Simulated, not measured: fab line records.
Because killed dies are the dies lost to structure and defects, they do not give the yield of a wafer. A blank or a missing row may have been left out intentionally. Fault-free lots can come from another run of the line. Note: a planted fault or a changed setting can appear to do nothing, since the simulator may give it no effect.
2 desks looking at one fault :: flow berkeley_cmos170 :: numbers are kept per desk, each desk with only its own; the story behind them comes last

FOR THE TOOL OWNER'S DESK: implanter-03
The tool's own readings at UCB170_PFIELD_IMPLANT_07: means of the sampled wafers that have a number, for each lot that ran on this tool. If a lot's mean is further than 4 standard deviations from the usual mean, the lot is out of limits and carries the mark OUT (the distance appears in the brackets).
Columns: A = beam_energy_keV at UCB170_PFIELD_IMPLANT_07, usual 80.003; B = beam_on_s at UCB170_PFIELD_IMPLANT_07, usual 10.01 s
lot: L946
first seen here: day 6 19:48
A: 79.980
B: 9.86

lot: L949
first seen here: day 7 21:31
A: 84.676 (+99 or more) OUT
B: 9.93

lot: L957
first seen here: day 8 15:08
A: 84.682 (+99 or more) OUT
B: 9.94
This desk's finding: out of limits on L949, L957; first on L949, day 7 21:31 (beam_energy_keV at UCB170_PFIELD_IMPLANT_07). L946 stayed within limits.

FROM THE METROLOGY DESK
Lot by lot, what the gauges showed, no matter which tool ran the lot: averages of those sampled wafers that carry a number. If a lot's mean is further than 4 standard deviations from the usual mean, the lot is out of limits and carries the mark OUT (the distance appears in the brackets).
Columns: A = ACTIVE_OVL at UCB170_ACTIVE_OVL_MEAS_14, usual 0 nm; B = cd_nm at UCB170_ACTIVE_CD_MEAS_90, usual 1199.7 nm; C = PFIELD_OVL at UCB170_PFIELD_OVL_MEAS_06, usual -2 nm
lot: L945
first seen here: day 6 15:44
A: -1
B: 1199.6
C: 1

lot: L946
first seen here: day 6 16:02
A: -16
B: 1200.2
C: -11

lot: L949
first seen here: day 7 18:31
A: 3
B: 1200.3
C: -8

lot: L954
first seen here: day 8 07:22
A: 3
B: 1199.6
C: 1

lot: L957
first seen here: day 8 13:01
A: -1
B: 1199.4
C: 5

lot: L961
first seen here: day 9 14:43
A: -5
B: 1199.8
C: 8
This desk's finding: nothing out of limits on any of the 6 lots.

BROUGHT TOGETHER
On L949, L957, at day 7 21:31, an alarm was possible from the tool owner's desk.
Nothing out of limits was seen by the metrology desk.
The metrology desk has L949, L957 on record, within its limits.
All the named lots went through UCB170_PFIELD_IMPLANT_07 on implanter-03.

WHAT THE SIMULATOR HAD PUT IN
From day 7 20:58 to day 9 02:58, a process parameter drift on implanter-03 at UCB170_PFIELD_IMPLANT_07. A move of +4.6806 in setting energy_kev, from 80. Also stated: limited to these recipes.
Struck lots among those shown: L949, L957.
Each desk's first reading out of limits, in hours after the fault started: the tool owner's desk, 1.
